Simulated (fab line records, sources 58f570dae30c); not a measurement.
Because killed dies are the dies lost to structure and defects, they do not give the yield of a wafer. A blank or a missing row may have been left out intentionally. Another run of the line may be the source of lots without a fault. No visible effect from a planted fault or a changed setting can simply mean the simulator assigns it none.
2 desks, one fault | flow berkeley_cmos170 | each desk has only its own numbers; what lay behind them comes last

== FROM THE METROLOGY DESK ==
What the gauges read for every lot (on any tool): the sampled wafers with a number, averaged. The brackets show how far a lot's mean lies from the usual mean; more than 4 standard deviations puts the lot out of limits, marked OUT.
Columns: A = cd_nm at UCB170_M2_CD_MEAS_90, usual 700.6 nm; B = cd_nm at UCB170_V2_CD_MEAS_12, usual 699.8 nm
lot  | first seen here | A     | B
L219 | day 8 18:08     | 700.2 | 700.1
L218 | day 8 20:56     | 696.2 | 699.9
L225 | day 9 17:47     | 700.2 | 699.3
L224 | day 9 22:51     | 699.4 | 699.1
L220 | day 10 01:59    | 699.5 | 698.8
L226 | day 10 02:06    | 703.2 | 696.6
L221 | day 10 02:24    | 700.2 | 700.1
L227 | day 10 02:47    | 706.2 | 702.5
L228 | day 10 14:23    | 710.3 | 700.3
L231 | day 11 11:10    | 698.1 | 699.9
L234 | day 11 11:33    | 702.1 | 700.2
L240 | day 12 14:22    | 700.6 | 701.4
L241 | day 12 17:54    | 704.1 | 698.6
L236 | day 12 19:01    | 697.6 | 698.6
This desk's verdict: no lot among the 14 shows anything out of limits.

== AT THE TOOL OWNER'S DESK: rie_metal-03 ==
The tool's own readings at UCB170_M2_METAL_ETCH_18 (etches Al in Cl2/BCl3, stops on SiO2, target depth 1170 nm, time 195 s): means of the sampled wafers that have a number, for each lot that ran on this tool. The brackets show how far a lot's mean lies from the usual mean; more than 4 standard deviations puts the lot out of limits, marked OUT.
Columns: A = drypump_motor_current_A at UCB170_M2_METAL_ETCH_18, usual 5.99 A; B = oes_product_au at UCB170_M2_METAL_ETCH_18, usual 0.871 a.u.; C = rf_fwd_power_W at UCB170_M2_METAL_ETCH_18, usual 597.7 W; D = throttle_valve_pct at UCB170_M2_METAL_ETCH_18, usual 24.28 %
lot  | first seen here | A    | B     | C               | D
L219 | day 8 17:50     | 5.73 | 0.865 | 599.0           | 24.24
L224 | day 9 22:34     | 5.81 | 0.869 | 596.3           | 24.41
L227 | day 10 02:29    | 5.75 | 0.840 | 517.6 (-47) OUT | 24.26
L228 | day 10 14:05    | 5.74 | 0.842 | 517.6 (-47) OUT | 24.26
This desk's verdict: out of limits on L227, L228, starting with L227 at day 10 02:29 (rf_fwd_power_W at UCB170_M2_METAL_ETCH_18). L219, L224: within limits.

== TAKEN TOGETHER ==
At day 10 02:29, on L227, L228, the tool owner's desk was in a position to raise an alarm.
From the metrology desk's view, nothing was out of limits.
The metrology desk has L227, L228 on record, within its limits.
All the named lots went through UCB170_M2_METAL_ETCH_18 on rie_metal-03.

== WHAT THE SIMULATOR PUT IN ==
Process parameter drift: rie_metal-03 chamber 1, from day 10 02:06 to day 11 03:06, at UCB170_M2_METAL_ETCH_18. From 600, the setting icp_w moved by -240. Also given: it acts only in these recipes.
Shown lots that were struck: L227, L228.
Delay in hours, fault start to first out-of-limits reading, by desk: the tool owner's desk at 0.
